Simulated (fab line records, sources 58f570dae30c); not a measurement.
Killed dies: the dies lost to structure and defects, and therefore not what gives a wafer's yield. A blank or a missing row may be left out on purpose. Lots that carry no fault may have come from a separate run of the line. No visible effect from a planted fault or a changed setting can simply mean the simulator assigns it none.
Code-filled problem report in 8D (eight disciplines) form || flow berkeley cmos170 || the parts of the form that need people (team, actions taken, sign-off) are left out

## 1. PROBLEM STATEMENT
At UCB170_BACKSIDE_SOFTBAKE_02, run length s averages 103.63 s over 6 wafers from 2 lots, while fault-free wafers read 89.13 s, standard deviation 0.17. That puts it +85 standard deviations away from the usual mean.
The step: time 60 s.
First observed at day 9 01:12: wafer L133.1, on litho track-04. The record holds 42 wafers of 14 lots with a number at this step. By rule, "out" or "out of limits" means more than 4 standard deviations away from the usual mean. The rest of the wafers with a number are treated as sound.

## 2. WHAT THIS IS AND IS NOT
{"question": "which readings at this step", "is": "run length s", "is not": "-"}
{"question": "which lots", "is": "L133, L139", "is not": "L128, L129, L130, L131, L141, L144, L145, L146, L147, L148, L150, L151"}
{"question": "which wafers of those lots", "is": "all that have a number", "is not": "-"}
{"question": "read on which tools", "is": "litho track-04", "is not": "litho track-01, litho track-02"}
{"question": "when", "is": "from day 9 01:12", "is not": "up to then (12 sound wafers); but 24 sound wafers of L141, L144, L145, L146, L147, L148, L150, L151 came after"}

## 3. WHAT RULES OUT EACH SUSPECT
Counting: a tool at a process step up to the reading stays a suspect if it ran every lot that is out and no sound lot after the first of them.
- litho track-04 at UCB170_BACKSIDE_SOFTBAKE_02 (time 60 s): ruled out as a lasting fault. The sound lots L148 went through it after L133, its earliest lot that is out (day 9 01:12).
Left after counting: nothing in the record.

## 4. THE CAUSE (what the simulator had put in)
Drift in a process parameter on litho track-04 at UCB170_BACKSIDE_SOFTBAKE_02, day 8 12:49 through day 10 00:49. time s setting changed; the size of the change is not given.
Counting ruled it out, wrongly.

## 5. SEQUENCE OF EFFECTS, ordered by route
Each row: a reading where the mean over the struck wafers with a number is more than 3 standard deviations away from the usual. Only readings whose record carries a usual standard deviation are examined. hours: median over the lots of the time between each lot's start at the first step of this table that gives one and its start at this step. sigmas: the change, counted in usual standard deviations.
{"hours": 0, "step": "UCB170_BACKSIDE_SOFTBAKE_02", "reading": "run length s", "usual": "89.13 s", "on struck wafers": 103.63, "change": "+14.50", "sigmas": "+85"}
It contains these process steps:
- UCB170_BACKSIDE_SOFTBAKE_02: time 60 s.
Later steps that measure or inspect, where all struck wafers having a row at the step show a number for every such reading and not one has moved that far: UCB170_SDANNEAL_RS_MEAS_05.

## 6. HOW IT WOULD HAVE BEEN CAUGHT EARLIER
In this record the first reading out of limits was taken at day 9 01:12, 12 hours after the fault began at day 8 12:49.
